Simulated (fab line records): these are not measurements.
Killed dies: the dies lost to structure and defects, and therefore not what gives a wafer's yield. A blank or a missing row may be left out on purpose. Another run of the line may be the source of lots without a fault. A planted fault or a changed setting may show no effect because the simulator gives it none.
Which of the tools did it? -- flow rit-cmos -- 15 lots with 45 wafers sampled at 3 steps, on a route of 202 steps

## WHAT THE GAUGES READ, wafer by wafer
RIT_ACTIVE_CD_MEAS_90: target cd 1400 nm. Usual: 1399.7 nm for cd-nm, sd 2.2.
lot,measured,on,cd-nm (nm),flag
L337,day 1 15:11,cd-sem-02,1401.7 1402.7 1401.5,
L338,day 1 20:04,cd-sem-02,1398.6 1400.7 1399.5,
L340,day 2 06:09,cd-sem-02,1402.1 1404.5 1402.6,
L342,day 2 16:08,cd-sem-01,1401.7 1402.2 1402.3,
L344,day 3 02:42,cd-sem-01,1398.6 1398.2 1399.5,
L346,day 3 12:25,cd-sem-02,1401.0 1403.6 1402.1,
L347,day 3 17:10,cd-sem-02,- - -,OFF
L348,day 3 22:05,cd-sem-01,- - -,OFF
L349,day 4 03:04,cd-sem-02,- - -,OFF
L354,day 5 04:12,cd-sem-01,1398.4 1400.8 1399.1,
L355,day 5 09:46,cd-sem-01,1396.7 1397.0 1397.3,
L356,day 5 14:12,cd-sem-01,1400.8 1399.4 1401.8,
L357,day 5 19:10,cd-sem-01,1399.2 1400.6 1398.6,
L358,day 6 00:08,cd-sem-01,1402.3 1403.2 1402.5,
L360,day 6 10:13,cd-sem-02,1396.5 1399.9 1398.1,

RIT_FOX2_THK_MEAS_90. Usual: FIELD_OXIDE_LEFT_1_THK 325 nm, standard deviation 5.8.
lot,measured,on,FIELD_OXIDE_LEFT_1_THK (nm),flag
L337,day 1 19:36,film-metro-02,321 317 314,
L338,day 2 00:13,film-metro-01,329 333 328,
L340,day 2 10:38,film-metro-02,337 332 337,
L342,day 2 20:28,film-metro-01,321 316 324,
L344,day 3 06:53,film-metro-03,320 325 319,
L346,day 3 17:30,film-metro-02,326 323 322,
L347,day 3 21:19,film-metro-03,325 327 326,
L348,day 4 02:15,film-metro-02,325 332 335,
L349,day 4 07:20,film-metro-03,328 321 320,
L354,day 5 09:42,film-metro-02,329 324 326,
L355,day 5 13:59,film-metro-02,325 325 326,
L356,day 5 18:26,film-metro-01,321 329 321,
L357,day 5 23:19,film-metro-01,328 320 323,
L358,day 6 04:52,film-metro-01,336 335 338,
L360,day 6 14:23,film-metro-01,321 326 321,

## WHICH TOOL RAN EACH LOT (tool, then ch and the chambers of the sampled wafers, then the start)
lot,RIT_ACTIVE_EXPOSE_08
L337,"iline-stepper-01 ch 0, day 1 14:12"
L338,"iline-stepper-01 ch 0, day 1 19:05"
L340,"iline-stepper-02 ch 0, day 2 05:10"
L342,"iline-stepper-02 ch 0, day 2 15:10"
L344,"iline-stepper-02 ch 0, day 3 01:43"
L346,"iline-stepper-01 ch 0, day 3 11:26"
L347,"iline-stepper-02, day 3 16:11"
L348,"iline-stepper-02, day 3 21:05"
L349,"iline-stepper-02, day 4 02:05"
L354,"iline-stepper-02 ch 0, day 5 03:13"
L355,"iline-stepper-02 ch 0, day 5 08:47"
L356,"iline-stepper-01 ch 0, day 5 13:13"
L357,"iline-stepper-02 ch 0, day 5 18:11"
L358,"iline-stepper-01 ch 0, day 5 23:10"
L360,"iline-stepper-02 ch 0, day 6 09:14"
- RIT_ACTIVE_EXPOSE_08: exposes mask M1, target cd 1400 nm.

## WHAT THE TOOLS THEMSELVES READ (means of the sampled wafers that have a number; where no wafer has one, the mark that the record gives instead)
RIT_ACTIVE_EXPOSE_08. Usual: exposure-dose-mJ-cm2 224.98, standard deviation 0.2; focus-offset-nm 0.0 nm, standard deviation 0.54.
lot,tool,exposure-dose-mJ-cm2,focus-offset-nm (nm),flag
L337,iline-stepper-01,225.02,-0.3,
L338,iline-stepper-01,225.35,0.3,
L340,iline-stepper-02,225.06,-1.0,
L342,iline-stepper-02,225.03,0.0,
L344,iline-stepper-02,224.96,0.5,
L346,iline-stepper-01,224.90,-0.5,
L347,iline-stepper-02,-,-,OFF
L348,iline-stepper-02,-,-,OFF
L349,iline-stepper-02,-,-,OFF
L354,iline-stepper-02,224.95,0.6,
L355,iline-stepper-02,224.71,0.3,
L356,iline-stepper-01,224.95,0.0,
L357,iline-stepper-02,224.74,-0.2,
L358,iline-stepper-01,225.08,0.1,
L360,iline-stepper-02,224.91,0.8,

## THE ANSWER, worked out from the rows above alone
Rule: a lot is off if the mean of its wafers that have a number lies more than 3 standard deviations from the usual mean. Also off: a lot with no number at a reading for which 4 or more lots have one. Any other lot the step has rows for is counted as sound. Order of review: gauges by route order, followed by the tools' own readings, for which a lot's mean as printed above is used. At the first step where some lot is off, the reading lying furthest off is the one used; lots without a number count as furthest.
Off at RIT_ACTIVE_CD_MEAS_90 (cd-nm): L347, L348, L349. Without a number there: L347, L348, L349.
If a tool, at a process step before that reading, ran all the lots that are off and no sound lot after the first of them, it fits. Not tried: the gauges at RIT_ACTIVE_CD_MEAS_90; whatever is off there is also off at RIT_ACTIVE_EXPOSE_08, on other tools, and gauge error can't account for it. No candidate that was tried fits.

## WHAT THE SIMULATOR PUT IN
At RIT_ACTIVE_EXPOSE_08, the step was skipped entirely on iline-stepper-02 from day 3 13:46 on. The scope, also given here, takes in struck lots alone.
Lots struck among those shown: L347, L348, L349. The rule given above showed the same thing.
